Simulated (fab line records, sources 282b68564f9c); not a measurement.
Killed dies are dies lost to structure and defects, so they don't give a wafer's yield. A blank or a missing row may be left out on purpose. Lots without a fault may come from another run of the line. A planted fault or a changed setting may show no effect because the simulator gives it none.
Which tool did it? | flow rit_cmos | 13 lots, 39 wafers sampled, at 3 steps of a route of 202

WHAT THE GAUGES READ, wafer by wafer
RIT_PSD_TW_MEAS_10. Usual: PSD_TW 3418, standard deviation 27.
lot  | measured    | on            | PSD_TW                        | flag
L789 | day 3 11:57 | film_metro-01 | 3408 3406 3397                |
L790 | day 3 13:31 | film_metro-01 | 3371 3372 3380                |
L791 | day 3 18:10 | film_metro-02 | 3384 3352 3363                |
L792 | day 4 01:55 | film_metro-01 | 3406 3428 3414                |
L793 | day 4 05:28 | film_metro-01 | 3438 3429 3403                |
L796 | day 4 21:05 | film_metro-02 | 3383 3389 3386                |
L798 | day 5 09:05 | film_metro-04 | 3420 3420 3432                |
L800 | day 5 12:28 | film_metro-02 | 3117 3100 3121 3100 3098 3109 | OFF
L801 | day 6 00:02 | film_metro-04 | 3150 3182 3154 3165 3165 3146 | OFF
L803 | day 6 15:47 | film_metro-04 | 3428 3449 3429                |
L804 | day 6 15:50 | film_metro-01 | 3455 3442 3440                |
L805 | day 6 18:43 | film_metro-04 | 3445 3464 3444                |
L808 | day 7 06:14 | film_metro-04 | 3438 3438 3444                |

RIT_SDANNEAL_RS_MEAS_04: measures by four-point-probe. Usual: PSD_RS 115.8 ohm/sq, standard deviation 0.34.
lot  | measured    | on            | PSD_RS (ohm/sq)                     | flag
L789 | day 3 12:26 | film_metro-04 | 115.4 115.5 115.5                   |
L790 | day 3 14:00 | film_metro-01 | 115.6 115.4 115.5                   |
L791 | day 3 18:40 | film_metro-04 | 115.2 115.3 115.2                   |
L792 | day 4 02:26 | film_metro-02 | 116.1 115.7 116.1                   |
L793 | day 4 06:01 | film_metro-01 | 116.2 115.9 116.0                   |
L796 | day 4 21:35 | film_metro-04 | 116.0 115.6 115.9                   |
L798 | day 5 09:35 | film_metro-01 | 115.6 115.6 115.9                   |
L800 | day 5 17:08 | film_metro-04 | 137.8 138.1 138.0 137.4 138.2 138.0 | OFF
L801 | day 6 05:11 | film_metro-02 | 138.5 138.8 138.7 138.6 138.8 138.7 | OFF
L803 | day 6 16:16 | film_metro-04 | 115.7 115.1 115.5                   |
L804 | day 6 16:20 | film_metro-01 | 115.8 116.0 115.6                   |
L805 | day 6 19:12 | film_metro-02 | 116.3 116.3 116.6                   |
L808 | day 7 06:49 | film_metro-01 | 115.9 116.0 116.1                   |

WHICH TOOL RAN EACH LOT (tool, then ch and the chambers of the sampled wafers, then the start)
lot  | RIT_PSD_IMPLANT_08
L789 | implanter-01 ch 0, day 3 11:37
L790 | implanter-01 ch 0, day 3 13:11
L791 | implanter-03 ch 0, day 3 17:46
L792 | implanter-01 ch 0, day 4 01:37
L793 | implanter-02 ch 0, day 4 05:08
L796 | implanter-01 ch 0, day 4 20:47
L798 | implanter-02 ch 0, day 5 08:48
L800 | implanter-03 ch 0, day 5 11:59
L801 | implanter-03 ch 0, day 5 23:43
L803 | implanter-01 ch 0, day 6 15:27
L804 | implanter-02 ch 0, day 6 15:31
L805 | implanter-01 ch 0, day 6 18:23
L808 | implanter-02 ch 0, day 7 05:55
- RIT_PSD_IMPLANT_08

WHAT THE TOOLS THEMSELVES READ (means of the sampled wafers that have a number; where no wafer has one, the mark that the record gives instead)
RIT_PSD_IMPLANT_08. Usual: beam_energy_keV 27.002, standard deviation 0.0095.
lot  | tool         | beam_energy_keV | flag
L789 | implanter-01 | 27.003          |
L790 | implanter-01 | 27.004          |
L791 | implanter-03 | 27.003          |
L792 | implanter-01 | 26.995          |
L793 | implanter-02 | 27.010          |
L796 | implanter-01 | 27.005          |
L798 | implanter-02 | 27.000          |
L800 | implanter-03 | 18.897          | OFF
L801 | implanter-03 | 18.899          | OFF
L803 | implanter-01 | 27.001          |
L804 | implanter-02 | 27.001          |
L805 | implanter-01 | 27.004          |
L808 | implanter-02 | 26.998          |

THE ANSWER, worked out from the rows above alone
Rule: a lot is off if the mean of its wafers that have a number lies more than 3 standard deviations from the usual mean. A lot without any number at a reading at which 4 lots or more have one is off too. The other lots that the step has rows for count as sound. The gauges are gone through in route order, then the tools' own readings, and for those a lot's mean is taken as printed above. The first step at which some lot is off is used, and at that step the reading that is off furthest; a lot without a number counts as furthest.
Off: L800, L801, at RIT_PSD_TW_MEAS_10 (PSD_TW).
A tool fits if, at a process step before that reading, it ran every lot that is off, and no sound lot after the first of them. The gauges at RIT_PSD_TW_MEAS_10 aren't tried: what is off there is off at RIT_PSD_IMPLANT_08 too, on other tools, and a gauge's error can't cause that. One fits: implanter-03 at RIT_PSD_IMPLANT_08. Its last sound lot is L791 (day 3 17:46), its first lot that is off L800 (day 5 11:59): a fault that began between those two fits.
The tool's own readings at RIT_PSD_IMPLANT_08 bear it out: on the lots that are off they differ by more than 5 times the standard deviation of the sound lots' means. beam_energy_keV reads 18.898 there against 27.002 on the sound lots.

WHAT THE SIMULATOR HAD PUT IN
Process parameter drift: implanter-03, from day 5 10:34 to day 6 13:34, at RIT_PSD_IMPLANT_08. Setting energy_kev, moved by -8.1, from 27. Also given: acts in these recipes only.
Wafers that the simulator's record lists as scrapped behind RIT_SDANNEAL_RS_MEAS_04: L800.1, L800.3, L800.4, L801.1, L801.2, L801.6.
Lots struck among those shown: L800, L801. The rule above found the same.
